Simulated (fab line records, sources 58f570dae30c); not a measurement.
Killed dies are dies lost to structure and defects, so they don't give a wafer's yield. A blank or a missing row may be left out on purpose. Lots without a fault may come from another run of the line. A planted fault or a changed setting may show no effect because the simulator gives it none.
Split-lot experiment | flow berkeley_cmos170 | 5 lots, 23 wafers read, on a route of 331 steps

THE SPLIT
At UCB170_V2_ETCH_14 (etches SiO2 in CHF3/CF4/Ar, stops on Al, target depth 1250 nm, time 291 s), the setting rf_w was moved away from the recipe's 700 W on 8 of the 23 wafers read, by -8.8% to +9.6%. The other wafers ran this setting at the recipe's value.

The reading is taken at the split's own step.

THE READING
KrF_of_V2_COAT_07.thk_nm (the simulator's own value, which no gauge read), in nm, at UCB170_V2_ETCH_14 (etches SiO2 in CHF3/CF4/Ar, stops on Al, target depth 1250 nm, time 291 s). The file gives no usual value for it. The 15 wafers here that ran the recipe average 609.2 nm, standard deviation 5.3 nm.

wafer  | tool, chamber at the split | rf_w as run, W | against the recipe | KrF_of_V2_COAT_07.thk_nm, nm | against lot-mates on the recipe
L075.2 | rie_diel-02, 3             | 700            | recipe             | 614.9                        | -
L075.3 | rie_diel-02, 2             | 638.3          | -8.8%              | 634                          | +19.5
L075.4 | rie_diel-02, 0             | 700            | recipe             | 614.3                        | -
L075.5 | rie_diel-02, 1             | 700            | recipe             | 614.4                        | -
L075.6 | rie_diel-02, 2             | 638.3          | -8.8%              | 631                          | +16.5
L078.1 | rie_diel-01, 3             | 700            | recipe             | 601.9                        | -
L078.2 | rie_diel-01, 0             | 700            | recipe             | 601.4                        | -
L078.4 | rie_diel-01, 1             | 700            | recipe             | 604.5                        | -
L078.5 | rie_diel-01, 1             | 700            | recipe             | 604.4                        | -
L078.6 | rie_diel-01, 2             | 700            | recipe             | 611.3                        | -
L079.1 | rie_diel-03, 1             | 653.4          | -6.7%              | 614.5                        | +5.0
L079.3 | rie_diel-03, 0             | 700            | recipe             | 614.3                        | -
L079.4 | rie_diel-03, 1             | 700            | recipe             | 604.6                        | -
L079.5 | rie_diel-03, 2             | 653.4          | -6.7%              | 631.9                        | +22.4
L079.6 | rie_diel-03, 0             | 653.4          | -6.7%              | 627.6                        | +18.1
L080.2 | rie_diel-01, 1             | 700            | recipe             | 604.4                        | -
L080.4 | rie_diel-01, 2             | 700            | recipe             | 612.3                        | -
L080.6 | rie_diel-01, 2             | 700            | recipe             | 611.8                        | -
L085.2 | rie_diel-01, 1             | 767            | +9.6%              | 595.3                        | -16.5
L085.3 | rie_diel-01, 3             | 700            | recipe             | 605.9                        | -
L085.4 | rie_diel-01, 2             | 700            | recipe             | 617.6                        | -
L085.5 | rie_diel-01, 1             | 767            | +9.6%              | 594.1                        | -17.6
L085.6 | rie_diel-01, 0             | 767            | +9.6%              | 588.8                        | -23.0

THE FIT
A straight line over all 23 wafers: KrF_of_V2_COAT_07.thk_nm changes by -2.1 nm for each +1% of rf_w; r = -0.89; the points scatter about the line by 5.7 nm.
The same after taking each lot's own level away (the mean of its wafers on the recipe; 23 wafers): -2.07 nm for each +1%; r = -0.92; scatter 4.5 nm.
On that fit, the largest move of rf_w shifts the reading by 20 nm.
The lots' own levels span 604.70 to 614.53 nm, that is 1.9 times the standard deviation above.
So the lot-to-lot level changes the slope little: the two slopes agree.
Check: with one of the wafers moved furthest among these (+9.6%) left out of the fit, the line predicts -20.4 nm for it against its lot-mates. It came out at -16.5 nm against them.

OTHER SPLITS ON THESE WAFERS
These wafers also went through other splits before the reading. Each is held against what the fit with the lots' levels taken away leaves over:
other split on the same wafers   | wafers away from the commonest value | r with KrF_of_V2_COAT_07.thk_nm (lot level and that fit taken away)
UCB170_CONTACT_PEB_13 peb_temp_c | 7                                    | -0.09
UCB170_V2_PEB_10 peb_temp_c      | 7                                    | +0.04

THE FILE'S OWN FIT
KrF_of_V2_COAT_07.thk_nm changes by -2.06 nm for each +1% of rf_w, r = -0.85.
